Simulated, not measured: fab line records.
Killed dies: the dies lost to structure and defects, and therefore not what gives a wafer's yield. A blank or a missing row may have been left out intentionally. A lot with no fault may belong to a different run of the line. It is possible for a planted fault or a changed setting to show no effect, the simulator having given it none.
Tool commonality check | flow rit_cmos | 15 lots and 45 wafers in the sample

== REASON IT WAS OPENED ==
Flagged at RIT_GATE_CD_MEAS_16: reading cd_nm, on 3 of 15 lots. Fault-free wafers read 149.8 nm, with a standard deviation of 2.3.
Rule: a lot is flagged in two cases, either no wafer of it has a number, or all its wafers with numbers fall more than 4 standard deviations from that mean. The rest of the lots are taken to be sound.

lot  | measured    | on        | cd_nm (nm), wafer by wafer | flag
L578 | day 2 16:55 | cd_sem-02 | 150.4 150.4 151.8          |
L579 | day 2 18:32 | cd_sem-02 | 152.0 150.2 150.7          |
L580 | day 3 03:59 | cd_sem-02 | 150.8 149.7 151.0          |
L582 | day 3 10:34 | cd_sem-02 | 153.9 155.9 155.4          |
L583 | day 3 15:31 | cd_sem-02 | 153.5 151.2 152.5          |
L584 | day 3 20:14 | cd_sem-02 | 148.6 146.7 146.3          |
L587 | day 4 15:24 | cd_sem-01 | 152.3 152.0 150.3          |
L588 | day 4 18:01 | cd_sem-02 | 148.2 150.7 148.2          |
L589 | day 4 20:02 | cd_sem-02 | 150.7 151.2 149.2          |
L590 | day 5 05:23 | cd_sem-02 | 145.8 148.6 148.2          |
L591 | day 5 07:49 | cd_sem-02 | 148.4 148.0 149.3          |
L594 | day 5 23:34 | cd_sem-01 | 267.6 266.0 265.5          | FLAGGED
L595 | day 6 03:56 | cd_sem-02 | 240.5 239.9 240.3          | FLAGGED
L598 | day 6 20:52 | cd_sem-01 | 145.4 145.6 149.1          |
L600 | day 7 06:20 | cd_sem-02 | 218.5 219.5 219.8          | FLAGGED
On average the flagged lots' numbers are 242.0 nm, which is +92.2 nm against the usual, or +40 standard deviations.

== WHICH TOOL EACH LOT WENT THROUGH ==
The record keeps 1 process step preceding the reading, out of 202 steps on the route. In each cell: the tool, then ch and the chambers that the sampled wafers went through, then the start.
lot  | flag    | RIT_GATE_EXPOSE_13
L578 |         | iline_stepper-02 ch 0, day 2 16:31
L579 |         | iline_stepper-02 ch 0, day 2 18:08
L580 |         | iline_stepper-02 ch 0, day 3 03:35
L582 |         | iline_stepper-02 ch 0, day 3 10:10
L583 |         | iline_stepper-01 ch 0, day 3 15:07
L584 |         | iline_stepper-02 ch 0, day 3 19:50
L587 |         | iline_stepper-02 ch 0, day 4 15:00
L588 |         | iline_stepper-02 ch 0, day 4 17:37
L589 |         | iline_stepper-02 ch 0, day 4 19:38
L590 |         | iline_stepper-01 ch 0, day 5 04:59
L591 |         | iline_stepper-01 ch 0, day 5 07:24
L594 | FLAGGED | iline_stepper-02 ch 0, day 5 23:10
L595 | FLAGGED | iline_stepper-02 ch 0, day 6 03:32
L598 |         | iline_stepper-01 ch 0, day 6 20:28
L600 | FLAGGED | iline_stepper-02 ch 0, day 7 05:56
What is done by these steps:
- RIT_GATE_EXPOSE_13: exposes mask M6, target cd 150 nm.
- RIT_GATE_CD_MEAS_16: target cd 150 nm.

== FLAGGED OVER TOTAL, TOOL BY TOOL (the gauges that took the reading come last) ==
step                | tool             | lots run | flagged | share of the flagged lots | sound lots run after its first flagged lot
RIT_GATE_EXPOSE_13  | iline_stepper-01 | 4        | 0       | none                      | -
RIT_GATE_EXPOSE_13  | iline_stepper-02 | 11       | 3       | all                       | 0
RIT_GATE_CD_MEAS_16 | cd_sem-01        | 3        | 1       | some                      | 1 (L598)
RIT_GATE_CD_MEAS_16 | cd_sem-02        | 12       | 2       | some                      | 0

== WHAT THE TABLE PERMITS ==
All flagged lots share 1 row of the table, namely iline_stepper-02 at RIT_GATE_EXPOSE_13.
- iline_stepper-02 at RIT_GATE_EXPOSE_13 ran 11 lots, 3 of them flagged. Its last sound lot is L589 (day 4 19:38), its first flagged lot L594 (day 5 23:10): a fault that began between those two fits. Its own readings (exposure_dose_mJ_cm2) fall more than 4 standard deviations out on all wafers of the flagged lots.
One tool is left: iline_stepper-02 at RIT_GATE_EXPOSE_13.

== WHAT THE SIMULATOR HAD INSERTED ==
Drift in process parameters on iline_stepper-02 at RIT_GATE_EXPOSE_13, starting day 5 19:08. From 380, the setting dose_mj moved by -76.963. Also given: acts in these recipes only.
Shown lots that were struck: L594, L595, L600. The rule given above showed the same thing.
